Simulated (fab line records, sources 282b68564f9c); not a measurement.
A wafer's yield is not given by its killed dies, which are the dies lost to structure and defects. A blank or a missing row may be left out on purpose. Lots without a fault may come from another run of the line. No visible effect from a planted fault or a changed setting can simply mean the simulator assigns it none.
fab line records    flow rit-cmos
[record] lots = 14  wafers = 42  last-day = 7
route steps=202 shown NSD@133 M1@202
lots untouched by any fault: they come from a run of this same line in which no faults occurred
start-h: hours from the record's opening day to when the first of the lot's shown wafers began    wait-h: hours elapsed since this lot's preceding step    " repeats the value in the row above    L1.1+2: one row covering several wafers at once    - no value, or no start was given    * or withheld: withheld    < > ~ a bound
route shown NAME@n: names a module that has steps shown in the file, with the first one's number in the route    usual: the fault-free wafers' mean and standard deviation    same: alike in all rows    chamber/n: place in a boat    sites: the reading at each site    _std_site: standard deviation across them    _edge_site: mean of outer sites minus mean of inner sites    radius-mm: how far each site lies from the wafer's centre    mask NAME#n: copy n    behind: the last tool/chamber to shape the wafer    hold: why the lot went on hold/how many hours it stayed there/how the hold came to an end    device: which transistor (n, p or np) failed to switch    end of line: the route-end tests of the same wafers    a step given without rows: its recipe and nothing more    killed: the dies lost at the first sort to structure and to defects; this is not the yield of the wafer    map: a wafer's dies, x killed, . not, _ none there
set.NAME: the run value of the setting; set.NAME@STEP: its run value at that earlier step    model.NAME: the simulator's own value behind a step, which no gauge read
steps of the route over a sample of lots; a table a step, a row a wafer
[[steps]]
[step RIT_NSD_SOFTBAKE_02]
[recipe] resist = NOVOLAK  temp-c = 90  time-s = 60
[usual] heater-power-total-W = 34.56/0.055  plate-temp-C = 89.95/0.12  resist-line-temp-C = 23.01/0.12
[same] time-s = 60
lot.wafer  tool            chamber  start-h  wait-h  heater-power-total-W  plate-temp-C  resist-line-temp-C
L180.1     litho-track-01  0        57.74    0.1     34.51                 89.99         22.93
L180.4     "               0        "        "       34.55                 90.02         23.01
L180.5     "               0        "        "       34.55                 90.04         22.88
L181.1     litho-track-01  0        62.51    0.1     34.61                 90.07         22.84
L181.2     "               0        "        "       34.50                 89.84         22.94
L181.5     "               0        "        "       34.63                 89.96         23.18
L182.2     litho-track-02  0        67.07    0.1     34.58                 89.79         22.95
L182.5     "               0        "        "       34.55                 89.83         22.95
L182.6     "               0        "        "       34.48                 89.87         23.01
L183.1     litho-track-01  0        71.26    0.1     34.65                 90.00         22.94
L183.2     "               0        "        "       34.47                 90.03         23.10
L183.4     "               0        "        "       34.61                 89.86         23.18
L185.2     litho-track-01  0        82.64    0.1     35.22                 91.18         22.97
L185.5     "               0        "        "       35.25                 90.98         23.01
L185.6     "               0        "        "       35.24                 91.06         22.97
L188.1     litho-track-04  0        97.04    0.1     34.57                 89.97         22.94
L188.2     "               0        "        "       34.58                 90.13         22.80
L188.4     "               0        "        "       34.53                 89.86         22.98
L189.2     litho-track-01  0        103.13   0.1     35.14                 91.23         23.21
L189.5     "               0        "        "       35.12                 91.29         23.00
L189.6     "               0        "        "       35.12                 91.04         23.35
L190.1     litho-track-02  0        110.01   0.1     34.56                 89.91         23.02
L190.4     "               0        "        "       34.64                 89.86         22.99
L190.5     "               0        "        "       34.54                 89.99         23.02
L192.4     litho-track-02  0        118.29   0.1     34.59                 89.85         23.23
L192.5     "               0        "        "       34.53                 89.91         23.06
L192.6     "               0        "        "       34.62                 89.88         23.12
L196.2     litho-track-04  0        136.54   0.1     34.57                 89.90         22.83
L196.3     "               0        "        "       34.61                 89.97         22.98
L196.6     "               0        "        "       34.64                 89.92         22.92
L197.1     litho-track-02  0        142.66   0.1     34.50                 90.01         22.86
L197.4     "               0        "        "       34.57                 90.13         22.95
L197.6     "               0        "        "       34.63                 90.09         23.06
L198.2     litho-track-02  0        145.90   0.1     34.58                 90.25         22.92
L198.3     "               0        "        "       34.52                 90.00         23.04
L198.6     "               0        "        "       34.57                 89.92         23.08
L200.1     litho-track-02  0        155.79   0.1     34.45                 90.14         22.98
L200.2     "               0        "        "       34.60                 90.14         22.82
L200.6     "               0        "        "       34.60                 89.95         22.82
L201.4     litho-track-02  0        161.78   0.1     34.51                 89.94         22.68
L201.5     "               0        "        "       34.62                 89.77         22.87
L201.6     "               0        "        "       34.57                 89.74         22.98
[step RIT_M1_PROBE_99]
[usual] killed_at_M0_to_M3 = 0.0/0.22  killed-at-contacts = 0.0/0.18  killed-at-front-end = 7/3.1  killed-dies = 7/3.1  killed-open = 3.2/2.1  killed-short = 3.4/2
[same] gross-dies = 264  killed_at_M4_up = 0  killed-at-back-side = 0  killed-at-other = 0
lot.wafer  tool       chamber  start-h  wait-h  killed_at_M0_to_M3  killed-at-contacts  killed-at-front-end  killed-dies  killed-open  killed-short
L190.1     prober-02  -        120.72   0.1     0                   0                   4                    4            1            3
L190.4     prober-02  -        120.87   0.2     0                   1                   9                    10           5            5
L190.5     prober-02  -        120.92   0.2     0                   0                   5                    5            3            2
// killed by level:class
L190.1 GATE:geometric-particle:short=1 REOX:geometric-particle:short=1 SPACER:geometric-particle:short=1 SPACER:geometric-particle:open=1
L190.4 SPACER:geometric-particle:open=3 SPACER:geometric-particle:short=3 GATE:geometric-particle:open=1 SILICIDE:geometric-particle:short=1 SILICIDE:geometric-particle:open=1 CONTACT:geometric-particle:short=1
L190.5 FOX1:geometric-particle:open=2 REOX:geometric-particle:short=1 SPACER:geometric-particle:short=1 SILICIDE:geometric-particle:open=1
[[key]]
[first-sign] step = RIT_NSD_SOFTBAKE_02  reading = heater-power-total-W  direction = up  sigmas = 11  usual = 34.56  struck = 35.18
[effect] step = RIT_NSD_SOFTBAKE_02  reading = plate-temp-C  direction = up  sigmas = 10  usual = *  struck = *
met-at RIT_NSD_SOFTBAKE_02
struck-lots L185,L189
tester-left-out L185,L189
onset-between 71.26 82.64
[fault] kind = process-parameter-drift  tool = litho-track-01  chamber = -  onset-h = 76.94  steps = RIT_NSD_SOFTBAKE_02  channel = temp-c  offset = *  shape = step  end-h = 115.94  acts-in = *  stated = *
// tester-left-out: of these lots the tester's yield and bins aren't shown, on N5 and GAA mostly nor the transistor test; their killed dies are dies lost to structure and defects alone, not to doping, threshold or leakage, so they don't give the yield
